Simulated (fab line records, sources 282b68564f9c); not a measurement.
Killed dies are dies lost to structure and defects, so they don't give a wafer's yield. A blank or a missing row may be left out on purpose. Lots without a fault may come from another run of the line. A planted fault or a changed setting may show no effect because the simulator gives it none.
A struck lot beside a sound one | flow rit_cmos | 14 steps out of a route of 202
Sound: wafers L595.1, L595.2, L595.4. Struck: wafers L590.2, L590.3, L590.5. The cause comes at the end.
At each step with rows: each side's tool, then ch and its chambers, then its first start. Under that, the readings that differ: sound wafers | struck wafers | difference of the means | sigmas: that difference in standard deviations of wafers without a fault.
alike: readings whose means differ by less than 2 such deviations, and words and numbers that are the same on both sides. not compared: withheld readings, readings that some wafer has no value for, bounds like >300 that may hide the same value, and numbers for which the record gives no deviation and whose values overlap.
The two part at a step that has a row with sigmas, a row that says differs or no value, or rows on one side only. Numbers that don't overlap but have no deviation are shown without sigmas and don't part them. A reading that every wafer of one side lacks parts them only if that side has two wafers or more.

first, 4 steps without rows for these wafers: RIT_NLDD_SOFTBAKE_02 (time 60 s); RIT_NLDD_EXPOSE_03 (exposes mask M7, target cd 40700 nm); RIT_NLDD_PEB_04; RIT_NLDD_DEVELOP_05 (develop time 50 s).
RIT_NLDD_OVL_MEAS_06:
  sound on overlay-01, day 7 15:34; struck on overlay-01, day 6 18:43
  alike: NLDD_OVL
then, 2 steps without rows for these wafers: RIT_NLDD_HARDBAKE_07 (time 60 s); RIT_NLDD_IMPLANT_08.
RIT_NLDD_STRIP_09: strips in O2, time 180 s.
  sound on plasma_asher-02 ch 0,1, day 7 15:55; struck on plasma_asher-01 ch 0,1, day 6 19:18
  alike: chamber_pressure_mTorr, drypump_motor_current_A, o2_flow_sccm
  not compared: rf_hours_counter_h
RIT_NLDD_TW_MEAS_10:
  sound on film_metro-01, day 7 16:05; struck on film_metro-01, day 6 19:29
  alike: NLDD_TW
then, 3 steps without rows for these wafers: RIT_PLDD_HMDS_00 (prime time 60 s); RIT_PLDD_COAT_01 (resist thk 1000 nm); RIT_PLDD_SOFTBAKE_02 (time 60 s).
RIT_PLDD_EXPOSE_03: exposes mask M8, target cd 40900 nm.
  sound on iline_stepper-02 ch 0, day 7 16:35; struck on iline_stepper-01, day 6 20:18
  no value came back on the struck wafers for exposure_dose_mJ_cm2, focus_offset_nm (nm), stage_vel_mm_s (mm/s); on the sound wafers exposure_dose_mJ_cm2 reads 250.32 250.26 250.21
  alike: mask
then, 1 step without rows for these wafers: RIT_PLDD_PEB_04.

WHERE THEY PART
Only at RIT_PLDD_EXPOSE_03, within this record.

WHY: what the simulator had put in
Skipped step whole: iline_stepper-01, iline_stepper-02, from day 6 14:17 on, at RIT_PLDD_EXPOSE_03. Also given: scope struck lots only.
